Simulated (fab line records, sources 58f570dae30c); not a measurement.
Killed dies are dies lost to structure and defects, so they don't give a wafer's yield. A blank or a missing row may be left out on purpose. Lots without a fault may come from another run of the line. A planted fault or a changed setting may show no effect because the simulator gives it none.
Tool commonality check | flow berkeley_cmos170 | 14 lots, 42 wafers sampled

WHY IT WAS OPENED
At UCB170_PFIELD_TW_MEAS_09 the reading PFIELD_TW is flagged on 2 of 14 lots. Wafers without a fault read 603, standard deviation 4.2.
Rule: a lot is flagged when every wafer of it that has a number lies more than 4 standard deviations from that mean, or none has a number. The other lots count as sound.

lot  | measured    | on            | PFIELD_TW, wafer by wafer | flag
L761 | day 5 03:08 | film_metro-01 | 603 604 603               |
L760 | day 5 03:22 | film_metro-01 | 605 602 609               |
L762 | day 5 13:37 | film_metro-02 | 605 604 602               |
L764 | day 5 18:22 | film_metro-01 | 606 606 608               |
L763 | day 5 18:34 | film_metro-04 | 602 608 603               |
L765 | day 6 07:58 | film_metro-01 | 605 604 602               |
L767 | day 6 11:54 | film_metro-01 | 606 606 603               |
L768 | day 6 12:20 | film_metro-04 | 604 602 602               |
L770 | day 7 02:39 | film_metro-01 | 604 603 603               |
L773 | day 7 19:30 | film_metro-04 | 705 705 703               | FLAGGED
L778 | day 8 11:46 | film_metro-01 | 601 601 606               |
L776 | day 8 11:49 | film_metro-01 | 700 697 694               | FLAGGED
L782 | day 9 09:13 | film_metro-02 | 609 610 609               |
L780 | day 9 09:19 | film_metro-04 | 596 593 594               |
The numbers of the flagged lots are 701 on average: +98 against the usual, or +23 standard deviations.

WHICH TOOL RAN EACH LOT
The record holds 1 process step before the reading, out of a route of 331 steps. In each cell: the tool, then ch and the chambers that the sampled wafers went through, then the start.
lot  | flag    | UCB170_PFIELD_IMPLANT_07
L761 |         | implanter-02 ch 0, day 5 02:53
L760 |         | implanter-01 ch 0, day 5 03:08
L762 |         | implanter-01 ch 0, day 5 13:23
L764 |         | implanter-01 ch 0, day 5 18:09
L763 |         | implanter-02 ch 0, day 5 18:19
L765 |         | implanter-03 ch 0, day 6 07:44
L767 |         | implanter-03 ch 0, day 6 11:41
L768 |         | implanter-03 ch 0, day 6 12:05
L770 |         | implanter-01 ch 0, day 7 02:21
L773 | FLAGGED | implanter-03 ch 0, day 7 19:16
L778 |         | implanter-01 ch 0, day 8 11:28
L776 | FLAGGED | implanter-03 ch 0, day 8 11:34
L782 |         | implanter-01 ch 0, day 9 08:59
L780 |         | implanter-02 ch 0, day 9 09:04
What these steps do:
- UCB170_PFIELD_IMPLANT_07
- UCB170_PFIELD_TW_MEAS_09

FLAGGED OVER TOTAL, TOOL BY TOOL (the gauges that took the reading come last)
step                     | tool          | lots run | flagged | share of the flagged lots | sound lots run after its first flagged lot
UCB170_PFIELD_IMPLANT_07 | implanter-01  | 6        | 0       | none                      | -
UCB170_PFIELD_IMPLANT_07 | implanter-02  | 3        | 0       | none                      | -
UCB170_PFIELD_IMPLANT_07 | implanter-03  | 5        | 2       | all                       | 0
UCB170_PFIELD_TW_MEAS_09 | film_metro-01 | 8        | 1       | some                      | 0
UCB170_PFIELD_TW_MEAS_09 | film_metro-02 | 2        | 0       | none                      | -
UCB170_PFIELD_TW_MEAS_09 | film_metro-04 | 4        | 1       | some                      | 1 (L780)

WHAT THE TABLE ALLOWS
1 row of the table ran every flagged lot: implanter-03 at UCB170_PFIELD_IMPLANT_07.
- implanter-03 at UCB170_PFIELD_IMPLANT_07: 2 of its 5 lots flagged. Its last sound lot is L768 (day 6 12:05), its first flagged lot L773 (day 7 19:16): a fault that began between those two fits. Its own readings lie more than 4 standard deviations out on every wafer of the flagged lots: dose_ions_cm2, faraday_current_uA.
One tool is left: implanter-03 at UCB170_PFIELD_IMPLANT_07.

WHAT THE SIMULATOR HAD PUT IN
Process parameter drift: implanter-03, from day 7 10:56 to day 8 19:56, at UCB170_PFIELD_IMPLANT_07. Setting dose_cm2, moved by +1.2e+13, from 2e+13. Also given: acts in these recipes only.
Lots struck among those shown: L773, L776. The rule above found the same.
